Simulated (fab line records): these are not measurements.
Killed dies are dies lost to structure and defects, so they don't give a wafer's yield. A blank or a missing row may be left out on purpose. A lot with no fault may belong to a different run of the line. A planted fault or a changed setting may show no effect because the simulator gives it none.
fab line records	flow ritCmos
record lots=6	wafers=18	lastDay=7
route steps=202 shown ACTIVE@1 M1@202
lots that met no fault: from a run of the same line without faults
startH: hours from the record's first day to the start of the lot's first wafer shown	waitH: hours from the lot's prior step to this one	" repeats the value in the row above	L1.1+2: a row that stands for several wafers	- no value present, or no start provided	* or withheld: withheld	< > ~ a bound
route shown NAME@n: NAME is a module with steps in the file, n the number in the route of the first one	usual: mean and standard deviation over wafers with no fault	same: alike in all rows	chamber/n: place in a boat	sites: per-site readings	_std_site: standard deviation of those values	_edge_site: outer sites' mean less inner sites'	radiusMm: for every site, how far away it sits from the centre of the wafer	mask NAME#n: copy n	behind: the most recent tool/chamber to have shaped the wafer	hold: cause of the lot's hold/its duration in hours/its outcome	device: which transistor (n, p or np) failed to switch	end of line: at the end of the route, the tests of the same wafers	a step with no rows: only its recipe	killed: count of dies lost to structure and defects at first sort (not the wafer's yield)	map: dies across one wafer; x = killed, . = not, _ = none there
set.NAME: the setting as run; set.NAME@STEP: as run at that earlier step	model.NAME: the simulator's own value behind a step, which no gauge read
lots at selected steps of the route; one table per step, one row per wafer
services: from which hour (startH, from the record's first day; less than 0 if before it) a tool's chamber was out of use, for how many hours, and why
## steps
# step RIT_ACTIVE_BOW_MEAS_00
# recipe mode=bow
# usual INCOMING_BOW=0/6.4
lot.wafer	tool	chamber	startH	waitH	INCOMING_BOW[um]
L928.1	filmMetro-02	-	15.00	-	-1
L928.3	"	-	"	"	-5
L928.5	"	-	"	"	-7
L931.3	filmMetro-03	-	30.04	-	2
L931.4	"	-	"	"	-5
L931.5	"	-	"	"	-6
L935.1	filmMetro-02	-	50.00	-	0
L935.2	"	-	"	"	-2
L935.6	"	-	"	"	-10
L937.3	filmMetro-02	-	60.04	-	-11
L937.4	"	-	"	"	2
L937.5	"	-	"	"	-7
L946.1	filmMetro-03	-	105.00	-	-2
L946.2	"	-	"	"	-12
L946.4	"	-	"	"	-11
L948.1	filmMetro-01	-	115.00	-	-13
L948.2	"	-	"	"	1
L948.3	"	-	"	"	7
# step RIT_ACTIVE_OXIDATION_01
# recipe tempC=1000	ambient=O2	targetThkA=468	oxTimeS=3360
# step RIT_ACTIVE_THK_MEAS_02
# recipe reads=SiO2_of_ACTIVE_OXIDATION_01
# usual ACTIVE_OXIDE_THK=46.8/0.97
lot.wafer	tool	chamber	startH	waitH	ACTIVE_OXIDE_THK[nm]
L928.1	filmMetro-03	-	18.14	0.0	47.7
L928.3	"	-	"	"	47.4
L928.5	"	-	"	"	47.0
L931.3	filmMetro-01	-	32.85	0.0	46.0
L931.4	"	-	"	"	46.6
L931.5	"	-	"	"	46.5
L935.1	filmMetro-02	-	52.93	0.0	47.3
L935.2	"	-	"	"	47.5
L935.6	"	-	"	"	48.3
L937.3	filmMetro-01	-	63.05	0.0	46.2
L937.4	"	-	"	"	45.7
L937.5	"	-	"	"	45.6
L946.1	filmMetro-01	-	107.05	0.0	47.0
L946.2	"	-	"	"	46.6
L946.4	"	-	"	"	47.2
L948.1	filmMetro-02	-	119.15	0.0	45.6
L948.2	"	-	"	"	45.8
L948.3	"	-	"	"	45.5
# step RIT_ACTIVE_CVD_03
# recipe material=Si3N4	targetThkNm=150	tempC=810	precursor=SiH2Cl2/NH3	timeS=1500	pressureMtorr=300	sih2cl2FlowSccm=60	nh3FlowSccm=150
# step RIT_ACTIVE_THK_MEAS_04
# recipe reads=Si3N4_of_ACTIVE_CVD_03
# usual ACTIVE_NITRIDE_THK=149.6/1.5
lot.wafer	tool	chamber	startH	waitH	ACTIVE_NITRIDE_THK[nm]
L928.1	filmMetro-03	-	19.62	0.0	149.8
L928.3	"	-	"	"	150.7
L928.5	"	-	"	"	150.9
L931.3	filmMetro-02	-	34.97	0.0	149.0
L931.4	"	-	"	"	148.6
L931.5	"	-	"	"	149.1
L935.1	filmMetro-02	-	54.41	0.0	149.0
L935.2	"	-	"	"	148.7
L935.6	"	-	"	"	150.1
L937.3	filmMetro-03	-	64.81	0.0	150.1
L937.4	"	-	"	"	149.4
L937.5	"	-	"	"	150.2
L946.1	filmMetro-03	-	108.53	0.0	148.3
L946.2	"	-	"	"	149.8
L946.4	"	-	"	"	148.0
L948.1	filmMetro-03	-	120.63	0.0	147.7
L948.2	"	-	"	"	147.2
L948.3	"	-	"	"	147.5
# step RIT_ACTIVE_HMDS_05
# recipe primeTimeS=60	primeTempC=140
# step RIT_ACTIVE_COAT_06
# recipe resist=NOVOLAK	spinRpm=3250	resistThkNm=1000
# usual exhaustPa=45.0/0.89	spinSpeedRpm=3250.0/2.4
lot.wafer	tool	chamber	startH	waitH	exhaustPa	spinSpeedRpm	model.NOVOLAK_of_ACTIVE_COAT_06.thkNm
L928.1	lithoTrack-02	0	19.83	0.1	45.0	3250.4	1003
L928.3	"	0	"	"	46.1	3249.6	1002
L928.5	"	0	"	"	46.2	3251.5	1001
L931.3	lithoTrack-01	0	35.31	0.1	44.0	3250.6	1003
L931.4	"	0	"	"	45.5	3250.0	1007
L931.5	"	0	"	"	45.2	3253.1	1004
L935.1	lithoTrack-02	0	54.62	0.1	45.9	3247.6	1063
L935.2	"	0	"	"	44.8	3250.5	1065
L935.6	"	0	"	"	44.5	3246.7	1063
L937.3	lithoTrack-02	0	65.05	0.1	46.1	3254.9	1066
L937.4	"	0	"	"	45.8	3252.6	1066
L937.5	"	0	"	"	46.4	3253.1	1069
L946.1	lithoTrack-04	0	108.74	0.1	44.3	3250.5	998.1
L946.2	"	0	"	"	45.0	3253.0	1000
L946.4	"	0	"	"	43.7	3252.8	998.8
L948.1	lithoTrack-01	0	120.84	0.1	45.4	3252.3	1001
L948.2	"	0	"	"	45.1	3254.6	1003
L948.3	"	0	"	"	43.8	3254.4	1000
# step RIT_ACTIVE_SOFTBAKE_07
# recipe resist=NOVOLAK	tempC=90	timeS=60
# step RIT_ACTIVE_EXPOSE_08
# recipe maskId=M1	na=0.6	sourceShape=conventional	sigmaOuter=0.6	targetCdNm=1400	doseMj=225
# step RIT_ACTIVE_PEB_09
# recipe resist=NOVOLAK	tempC=withheld	timeS=withheld
# step RIT_ACTIVE_DEVELOP_10
# recipe resist=NOVOLAK	developTimeS=50	devTempC=23
# step RIT_ACTIVE_CD_MEAS_11
# recipe targetCdNm=1400
# usual cdNm=1399.4/2.1
lot.wafer	tool	chamber	startH	waitH	cdNm
L928.1	cdSem-02	-	20.53	-	1394.4
L928.3	"	-	"	"	1395.9
L928.5	"	-	"	"	1395.3
L931.3	cdSem-02	-	36.33	-	1398.2
L931.4	"	-	"	"	1395.8
L931.5	"	-	"	"	1397.5
L935.1	cdSem-01	-	55.32	-	1409.3
L935.2	"	-	"	"	1409.4
L935.6	"	-	"	"	1407.8
L937.3	cdSem-02	-	65.97	-	1405.8
L937.4	"	-	"	"	1408.0
L937.5	"	-	"	"	1408.4
L946.1	cdSem-02	-	109.56	-	1397.1
L946.2	"	-	"	"	1401.6
L946.4	"	-	"	"	1401.1
L948.1	cdSem-02	-	121.53	-	1399.8
L948.2	"	-	"	"	1400.9
L948.3	"	-	"	"	1398.9
# step RIT_ACTIVE_HARDBAKE_12
# recipe resist=NOVOLAK	tempC=140	timeS=60
# step RIT_ACTIVE_ETCH_13
# recipe stopOn=SiO2	chemistry=SF6	target=Si3N4	timeS=210	overEtchFrac=0.4	SF6_flow_sccm=200	pressureMtorr=260	rfW=125	targetDepthA=2100
# usual drypumpMotorCurrentA=5.6/0.5	oesProductAu=0.822/0.011	throttleValvePct=7.47/0.14
lot.wafer	tool	chamber	startH	waitH	drypumpMotorCurrentA	oesProductAu	rfHoursCounterH	throttleValvePct	model.NOVOLAK_of_ACTIVE_COAT_06.thkNm
L928.1	rieDiel-02	2	20.80	0.1	6.6	0.848	157	7.64	646.1
L928.3	"	1	"	"	5.5	0.831	52	7.61	649.4
L928.5	"	0	"	"	5.7	0.823	-	7.69	659.5
L931.3	rieDiel-04	0	36.69	0.1	5.5	0.809	66	7.30	653.2
L931.4	"	1	"	"	4.8	0.813	3	7.45	663.8
L931.5	"	1	"	"	4.8	0.817	-	7.47	663
L935.1	rieDiel-03	2	55.59	0.1	5.2	0.823	142	7.45	710
L935.2	"	3	"	"	5.6	0.818	53	7.21	710
L935.6	"	1	"	"	5.4	0.807	-	7.60	705.1
L937.3	rieDiel-04	0	66.26	0.1	5.5	0.812	-	7.32	707.1
L937.4	"	2	"	"	5.6	0.822	-	7.52	704.9
L937.5	"	2	"	"	5.6	0.817	-	7.53	709.6
L946.1	rieDiel-04	2	109.83	0.1	5.6	0.807	161	7.54	649.9
L946.2	"	3	"	"	6.6	0.830	73	7.43	659
L946.4	"	2	"	"	5.6	0.808	-	7.54	651.3
L948.1	rieDiel-03	1	121.80	0.1	5.5	0.800	64	7.63	650.1
L948.2	"	2	"	"	5.1	0.817	143	7.46	656.1
L948.3	"	3	"	"	5.6	0.817	55	7.21	648.1
# step RIT_ACTIVE_STRIP_14
# recipe chemistry=O2	timeS=180	resist=NOVOLAK	platenTempC=withheld	powerW=500	pressureMtorr=4000	o2FlowSccm=4000
# usual drypumpMotorCurrentA=6.0/0.38	o2FlowSccm=4001/12
lot.wafer	tool	chamber	startH	waitH	drypumpMotorCurrentA	o2FlowSccm	rfHoursCounterH
L928.1	plasmaAsher-01	0	20.93	0.1	5.6	4005	19
L928.3	"	0	"	"	5.6	4014	-
L928.5	"	1	"	"	5.7	4007	-
L931.3	plasmaAsher-04	1	36.88	0.1	6.7	3991	-
L931.4	"	0	"	"	6.3	3999	-
L931.5	"	0	"	"	6.3	3996	-
L935.1	plasmaAsher-01	1	55.72	0.1	5.6	4001	23
L935.2	"	0	"	"	5.6	3999	23
L935.6	"	1	"	"	5.6	4005	-
L937.3	plasmaAsher-04	0	66.46	0.1	6.3	3994	-
L937.4	"	1	"	"	6.6	3997	-
L937.5	"	1	"	"	6.7	4013	-
L946.1	plasmaAsher-03	0	109.97	0.1	6.0	4017	47
L946.2	"	1	"	"	5.7	4015	47
L946.4	"	0	"	"	6.0	4011	-
L948.1	plasmaAsher-04	0	121.94	0.1	6.3	3992	49
L948.2	"	1	"	"	6.6	3985	49
L948.3	"	1	"	"	6.6	3970	-
# step RIT_M1_PROBE_99
# usual killedAtContacts=0.1/0.23	killedAtFrontEnd=7/3.1	killedDies=7/3.1	killedOpen=3.3/2	killedShort=3.6/1.9
# same grossDies=264	killed_at_M0_to_M3=0	killed_at_M4_up=0	killedAtBackSide=0	killedAtOther=0
lot.wafer	tool	chamber	startH	waitH	killedAtContacts	killedAtFrontEnd	killedDies	killedOpen	killedShort
L928.1	prober-01	-	64.58	0.1	0	4	4	3	1
L928.3	prober-01	-	64.68	0.2	0	5	5	1	4
L928.5	prober-01	-	64.78	0.2	0	5	5	3	2
L931.3	prober-02	-	84.62	0.2	0	3	3	1	2
L931.4	prober-02	-	84.67	0.2	0	7	7	2	5
L931.5	prober-02	-	84.72	0.2	0	5	5	2	3
L935.1	prober-02	-	102.26	0.1	0	4	4	2	2
L935.2	prober-02	-	102.31	0.1	0	4	4	2	2
L935.6	prober-02	-	102.51	0.2	0	11	11	7	4
L937.3	prober-02	-	115.08	0.2	0	7	7	3	4
L937.4	prober-02	-	115.13	0.2	0	10	10	5	5
L937.5	prober-02	-	115.18	0.2	0	7	7	4	3
L946.1	prober-01	-	158.88	0.1	0	19	19	11	8
L946.2	prober-01	-	158.93	0.1	0	10	10	4	6
L946.4	prober-01	-	159.03	0.2	0	12	12	7	5
# killed by level:class
L928.1 SILICIDE:geometricParticle:open=2 FOX1:geometricParticle:short=1 GATE:geometricParticle:open=1
L928.3 GATE:geometricParticle:short=3 FOX2:geometricParticle:short=1 SILICIDE:geometricParticle:open=1
L928.5 REOX:geometricParticle:open=2 FOX1:geometricParticle:open=1 REOX:geometricParticle:short=1 SPACER:geometricParticle:short=1
L931.3 FOX1:geometricParticle:open=1 FOX1:geometricParticle:short=1 GATE:geometricParticle:short=1
L931.4 FOX2:geometricParticle:short=2 GATE:geometricParticle:short=2 GATE:geometricParticle:open=1 REOX:geometricParticle:open=1 SILICIDE:geometricParticle:short=1
L931.5 GATE:geometricParticle:short=2 FOX1:geometricParticle:short=1 REOX:geometricParticle:open=1 SPACER:geometricParticle:open=1
L935.1 GATE:geometricParticle:short=1 REOX:geometricParticle:open=1 SPACER:geometricParticle:open=1 SILICIDE:geometricParticle:short=1
L935.2 GATE:geometricParticle:short=2 FOX2:geometricParticle:open=1 SILICIDE:geometricParticle:open=1
L935.6 SILICIDE:geometricParticle:open=4 REOX:geometricParticle:short=2 FOX1:geometricParticle:short=1 FOX1:geometricParticle:open=1 GATE:geometricParticle:short=1 GATE:geometricParticle:open=1 SPACER:geometricParticle:open=1
L937.3 GATE:geometricParticle:short=3 GATE:geometricParticle:open=2 REOX:geometricParticle:short=1 REOX:geometricParticle:open=1
L937.4 GATE:geometricParticle:open=4 GATE:geometricParticle:short=3 FOX1:geometricParticle:short=1 REOX:geometricParticle:short=1 SILICIDE:geometricParticle:open=1
L937.5 REOX:geometricParticle:short=2 SPACER:geometricParticle:open=2 FOX2:geometricParticle:open=1 GATE:geometricParticle:short=1 GATE:geometricParticle:open=1
L946.1 GATE:geometricParticle:open=4 REOX:geometricParticle:open=3 REOX:geometricParticle:short=2 SPACER:geometricParticle:short=2 SILICIDE:geometricParticle:short=2 SILICIDE:geometricParticle:open=2 FOX1:geometricParticle:short=1 FOX1:geometricParticle:open=1
L946.2 GATE:geometricParticle:short=3 FOX1:geometricParticle:short=2 FOX1:geometricParticle:open=2 FOX2:geometricParticle:short=1 FOX2:geometricParticle:open=1 REOX:geometricParticle:open=1
L946.4 GATE:geometricParticle:open=4 GATE:geometricParticle:short=3 SPACER:geometricParticle:open=2 REOX:geometricParticle:open=1 REOX:geometricParticle:short=1 SILICIDE:geometricParticle:short=1
## services
tool	chamber	startH	hours	kind
rieDiel-03	1	0.23	5.1	repair
rieDiel-03	3	1.76	6.3	repair
plasmaAsher-01	-	5.06	2.8	pm
rieDiel-04	3	17.71	13.5	repair
plasmaAsher-03	-	18.98	5.8	repair
plasmaAsher-01	-	50.84	2.4	repair
rieDiel-02	0	53.74	-	clean
rieDiel-02	0	53.74	27.6	scheduledDown
rieDiel-02	0	53.74	27.6	ventCycle
rieDiel-04	1	57.95	8.6	repair
rieDiel-04	3	64.58	5.8	repair
rieDiel-02	1	77.89	7.6	repair
plasmaAsher-04	-	82.67	4.3	pm
rieDiel-04	0	86.34	29.9	repair
plasmaAsher-03	-	92.75	3.4	repair
rieDiel-03	0	94.63	17.8	repair
plasmaAsher-04	-	100.14	10.0	pm
plasmaAsher-01	-	102.78	0.8	repair
rieDiel-04	-	105.57	2.8	pm
rieDiel-02	2	111.65	-	clean
rieDiel-02	2	111.65	29.0	scheduledDown
rieDiel-04	2	116.25	-	clean
rieDiel-04	2	116.25	25.6	scheduledDown
rieDiel-04	2	116.25	25.6	ventCycle
## key
firstSign step=RIT_ACTIVE_CD_MEAS_11	reading=cdNm	direction=up	sigmas=4.2	usual=1399.4	struck=1408.1
effect none on later readings
modelEffect step=RIT_ACTIVE_COAT_06	value=NOVOLAK_of_ACTIVE_COAT_06.thkNm	without=1003	struck=1065
modelEffect step=RIT_ACTIVE_ETCH_13	value=NOVOLAK_of_ACTIVE_COAT_06.thkNm	without=653.5	struck=707.8
metAt RIT_ACTIVE_COAT_06
struckWafers L935.1,L935.2,L935.6,L937.3,L937.4,L937.5
testerLeftOut L935,L937
onsetBetween 19.83 54.62
fault kind=processParameterDrift	tool=lithoTrack-02	chamber=-	onsetH=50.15	steps=RIT_ACTIVE_COAT_06	channel=resistThkNm	offset=61.868	shape=step	endH=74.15	actsIn=theseRecipesOnly	stated=1000
# testerLeftOut: of these lots the tester's yield and bins aren't shown, on N5 and GAA mostly nor the transistor test; their killed dies are dies lost to structure and defects alone, not to doping, threshold or leakage, so they don't give the yield
